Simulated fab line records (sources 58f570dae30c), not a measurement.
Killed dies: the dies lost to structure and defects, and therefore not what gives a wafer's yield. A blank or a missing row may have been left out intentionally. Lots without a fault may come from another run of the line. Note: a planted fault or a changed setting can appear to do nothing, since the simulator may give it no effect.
A lot that was struck, set against a sound lot :: flow berkeleyCmos170 :: 16 steps out of a route of 331
Sound: the wafers L553.1, L553.5, L553.6. The struck wafers were L574.2, L574.3, L574.4. Last of all comes the cause.
For every step that has rows: the tool of each side, followed by ch and its chambers, followed by its first start. Under that, the readings that differ: sound wafers :: struck wafers :: difference of the means :: sigmas: that difference in standard deviations of wafers without a fault.
alike: a reading whose means differ by less than 2 such deviations, as well as words and numbers matching on both sides. not compared: withheld readings; readings where some wafer has no value; bounds like >300 that might hide an equal value; numbers whose values overlap and for which the record gives no deviation.
A row with sigmas, a row that says differs or no value, or rows on one side alone: a step with any of these is where the two part. Non-overlapping numbers with no deviation appear without sigmas and do not part them. A reading that every wafer of one side lacks parts them only if that side has two wafers or more.

first, 2 steps without rows for these wafers: UCB170_M2_COAT_05 (resist thk 900 nm); UCB170_M2_SOFTBAKE_06 (time 60 s).
UCB170_M2_STRIP_07: strips in O2.
  sound on plasmaAsher-03 ch 0,1, day 7 22:44; struck on plasmaAsher-01 ch 0,1, day 12 01:14
  alike: drypumpMotorCurrentA, oesProductAu, stripTimeToEndpointS
  not compared: rfHoursCounterH
then, 7 steps without rows for these wafers: UCB170_M2_STRIP_08 (strips KrF in DMSO, time 600 s); UCB170_M2_COAT_09; UCB170_M2_COAT_10 (resist thk 900 nm); UCB170_M2_SOFTBAKE_11 (time 60 s); UCB170_M2_EXPOSE_12 (exposes mask METAL2, target cd 700 nm); UCB170_M2_PEB_13; UCB170_M2_DEVELOP_14 (develop time 45 s).
UCB170_M2_CD_MEAS_15: the cd target is 700 nm.
  sound: cdSem-01 at day 8 00:44; struck: cdSem-02 at day 12 02:31
  alike: cdNm
UCB170_M2_OVL_MEAS_16:
  sound: overlay-02 at day 8 00:52; struck: overlay-02 at day 12 02:38
  alike: M2_OVL
UCB170_M2_ETCH_17: etches BARC in N2/H2.
  sound on rieDiel-03 ch 2,3, day 8 00:54; struck on rieDiel-04 ch 0,2,3, day 12 02:40
  no value came back on the struck wafers for any of 5 readings (biasW (W), chamberPressureMTorr (mTorr) and others); on the sound wafers biasW (W) reads 100.2 100.2 99.8
UCB170_M2_METAL_ETCH_18: etches Al in Cl2/BCl3, stops on SiO2, target depth 1170 nm, time 195 s.
  sound on rieMetal-02 ch 0,1, day 8 00:56; struck on rieMetal-02 ch 0,1, day 12 02:42
reading: oesProductAu (a.u.)
sound: 0.852 0.848 0.853
struck: 0.384 0.373 0.377
difference: -0.473
sigmas: -52
  alike: bcl3FlowSccm, biasW, drypumpMotorCurrentA, throttleValvePct
  not compared: rfHoursCounterH
UCB170_M2_STRIP_19: strips in O2.
  sound on plasmaAsher-03 ch 0,1, day 8 01:08; struck on plasmaAsher-03 ch 0,1, day 12 02:53
  alike: drypumpMotorCurrentA, oesProductAu
  not compared: rfHoursCounterH
UCB170_M2_CD_MEAS_90: the cd target is 700 nm.
  sound: cdSem-02 at day 8 01:14; struck: cdSem-01 at day 12 03:01
reading: cdNm (nm)
sound: 701 698 703
struck: - - -
difference: no value on the struck wafers
sigmas: 

== WHERE THEY PART ==
Last at UCB170_M2_CD_MEAS_90 as far as this record goes, first at UCB170_M2_ETCH_17.

WHY: the cause the simulator had injected
Step skipped in full: rieDiel-04, at UCB170_M2_ETCH_17, from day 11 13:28 onward. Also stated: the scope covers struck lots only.
